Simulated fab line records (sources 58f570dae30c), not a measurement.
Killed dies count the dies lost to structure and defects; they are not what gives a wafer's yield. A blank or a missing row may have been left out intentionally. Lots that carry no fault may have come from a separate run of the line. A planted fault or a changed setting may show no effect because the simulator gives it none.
Chamber matching + flow berkeley_cmos170 + UCB170_V1_CMP_02 on cmp-02: 4 sister chambers
The step polishes SiO2. 4 wafers are shown with their chamber, then 7 later ones without.

WAFERS WITH THEIR CHAMBER
| wafer  | chamber | motor_current_A (A) |
|--------|---------|---------------------|
| L894.2 | 2       | 12.3                |
| L899.5 | 3       | 14.8                |
| L909.1 | 1       | 20.0                |
| L909.4 | 0       | 15.3                |

WAFERS MISSING THEIR CHAMBER
| wafer  | motor_current_A (A) |
|--------|---------------------|
| L909.5 | 16.0                |
| L911.1 | 12.9                |
| L911.2 | 20.9                |
| L911.6 | 21.0                |
| L912.1 | 15.4                |
| L912.3 | 13.5                |
| L912.6 | 19.8                |

THE CHAMBER EACH PASSED THROUGH
| wafer  | from the rows above          | in truth |
|--------|------------------------------|----------|
| L909.5 | can't be placed: 0 or 3      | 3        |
| L911.1 | can't be placed: 2 or 3      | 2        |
| L911.2 | 1                            | 1        |
| L911.6 | 1                            | 1        |
| L912.1 | can't be placed: 0 or 3      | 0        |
| L912.3 | can't be placed: 2 or 3 or 0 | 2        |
| L912.6 | 1                            | 1        |
Placed correctly: 3 of 7. From these rows, 4 cannot be placed; in 4 the true chamber is one of the candidates. 0 placed wrongly.
How it was worked out, from the rows above alone: a wafer's distance from a chamber is the root of the sum, over the readings, of the square of ((its reading less the chamber's mean) divided by the reading's scatter). The wafer belongs to the nearest chamber; if the next one is less than 2 further off, it can't be placed. A chamber's mean is the mean of its shown wafers. The scatter: root of mean squared gap, hidden wafer to nearest shown wafer, with one shown wafer a chamber.
